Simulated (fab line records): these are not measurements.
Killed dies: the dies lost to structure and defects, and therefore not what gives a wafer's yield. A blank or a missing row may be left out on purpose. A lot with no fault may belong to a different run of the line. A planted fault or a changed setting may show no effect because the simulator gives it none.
Which of the tools did it?    flow rit-cmos    13 lots with 39 wafers sampled at 2 steps, on a route of 202 steps

WHAT THE GAUGES READ, wafer by wafer
The record lacks any reading of a measuring or inspecting step that a usual standard deviation could be used to judge.

WHAT TOOL EACH LOT RAN ON (gives the tool, then ch and the chambers of the sampled wafers, and finally the start)
lot   RIT_M1_SPUTTER_00            RIT_M1_PROBE_99
L873  pvd-sputter-01, day 3 04:09  prober-02, day 3 08:19
L874  pvd-sputter-04, day 3 10:13  prober-01, day 3 14:39
L875  pvd-sputter-01, day 3 15:17  prober-02, day 3 19:36
L876  pvd-sputter-04, day 3 21:02  prober-01, day 4 01:08
L877  pvd-sputter-01, day 4 01:10  prober-02, day 4 05:14
L878  pvd-sputter-04, day 4 05:12  prober-01, day 4 09:16
L879  pvd-sputter-01, day 4 09:58  prober-02, day 4 14:02
L881  pvd-sputter-04, day 4 21:47  prober-02, day 5 01:57
L886  pvd-sputter-02, day 5 21:51  prober-01, day 6 01:55
L889  pvd-sputter-04, day 6 13:00  prober-02, day 6 17:14
L891  pvd-sputter-04, day 6 22:45  prober-02, day 7 03:10
L893  pvd-sputter-04, day 7 09:22  prober-02, day 7 14:29
L895  pvd-sputter-04, day 7 18:29  prober-02, day 7 22:31
- RIT_M1_SPUTTER_00: material Al, target thk 400 nm, time 500 s.
- RIT_M1_PROBE_99

WHAT THE TOOLS THEMSELVES READ (means of the sampled wafers that have a number; where no wafer has one, the mark that the record gives instead)
RIT_M1_SPUTTER_00.
lot   tool            throttle-valve-pct (%)
L873  pvd-sputter-01  29.1
L874  pvd-sputter-04  31.4
L875  pvd-sputter-01  29.0
L876  pvd-sputter-04  31.0
L877  pvd-sputter-01  29.3
L878  pvd-sputter-04  32.0
L879  pvd-sputter-01  29.5
L881  pvd-sputter-04  31.4
L886  pvd-sputter-02  30.5
L889  pvd-sputter-04  31.9
L891  pvd-sputter-04  30.8
L893  pvd-sputter-04  30.3
L895  pvd-sputter-04  32.0

RIT_M1_PROBE_99.
lot   tool       defect-limited-yield (%)  killed_at_M0_to_M3  killed-at-contacts  killed-at-front-end  killed-dies  killed-on-rim  killed-open  killed-short  sort_bin_3_pad_short (%)  sort_bin_5_function (%)  sort_bin_6_memory (%)  sort-n-pass  sort-yield-pct (%)
L873  prober-02  97.5                      0.0                 0.7                 6                    7            3.0            3.7          3.0           0.1                       1.5                      0.9                    257          97.5
L874  prober-01  97.4                      0.0                 0.0                 7                    7            2.3            3.3          3.3           0.3                       1.2                      1.0                    257          97.4
L875  prober-02  97.7                      0.0                 0.0                 6                    6            1.7            3.0          3.0           0.0                       1.5                      0.8                    258          97.7
L876  prober-01  97.7                      0.0                 0.7                 5                    6            0.3            1.7          4.0           0.0                       1.6                      0.6                    258          97.7
L877  prober-02  97.9                      0.0                 0.3                 5                    5            2.3            2.3          3.0           0.0                       1.3                      0.8                    259          97.9
L878  prober-01  96.1                      0.3                 0.0                 10                   10           3.0            5.0          4.3           0.1                       2.9                      0.9                    254          96.1
L879  prober-02  97.6                      0.0                 0.0                 6                    6            2.0            3.7          2.7           0.0                       1.6                      0.8                    258          97.6
L881  prober-02  97.6                      0.0                 0.0                 6                    6            2.7            3.3          3.0           0.3                       0.9                      1.3                    258          97.6
L886  prober-01  91.0                      14.0                0.0                 10                   24           5.7            4.7          5.0           1.8                       5.2                      2.0                    240          91.0
L889  prober-02  96.1                      0.0                 0.0                 10                   10           2.0            4.3          6.0           0.5                       1.5                      1.9                    254          96.1
L891  prober-02  97.2                      0.0                 0.0                 7                    7            3.0            4.3          2.7           0.3                       1.3                      1.3                    257          97.2
L893  prober-02  96.3                      0.0                 0.0                 10                   10           3.0            4.0          5.7           0.1                       1.9                      1.7                    254          96.3
L895  prober-02  97.5                      0.0                 0.0                 7                    7            2.0            2.7          4.0           0.0                       1.6                      0.9                    257          97.5

THE ANSWER, worked out from the rows above alone
Rule: the lots themselves supply what counts as usual. The widest of any qualifying gaps counts: lots, ordered by their means at a reading, are off when they make up no more than a third of the lots, leave a main group of 4 or more, and stand apart from it by 3 or more times the standard deviation of that group's means. If all means in a main group match to the digits the tables above print for the reading, that group is not used. Also off: a lot with no number at a reading for which 4 or more lots have one. Where the step has rows for the other lots, those lots are counted as sound. Order of review: gauges by route order, followed by the tools' own readings, for which a lot's mean as printed above is used. At the first step where some lot is off, the reading lying furthest off is the one used; lots without a number count as furthest.
Off at RIT_M1_PROBE_99 (killed_at_M0_to_M3): L886. For the main group the mean is 0.0 and the standard deviation 0.083.
A tool fits if, at that step or a process step before it, it ran every lot that is off, and no sound lot after the first of them. This does not decide it: 2 tools fit, namely pvd-sputter-02 at RIT_M1_SPUTTER_00 and prober-01 at RIT_M1_PROBE_99.

WHAT THE SIMULATOR PUT IN
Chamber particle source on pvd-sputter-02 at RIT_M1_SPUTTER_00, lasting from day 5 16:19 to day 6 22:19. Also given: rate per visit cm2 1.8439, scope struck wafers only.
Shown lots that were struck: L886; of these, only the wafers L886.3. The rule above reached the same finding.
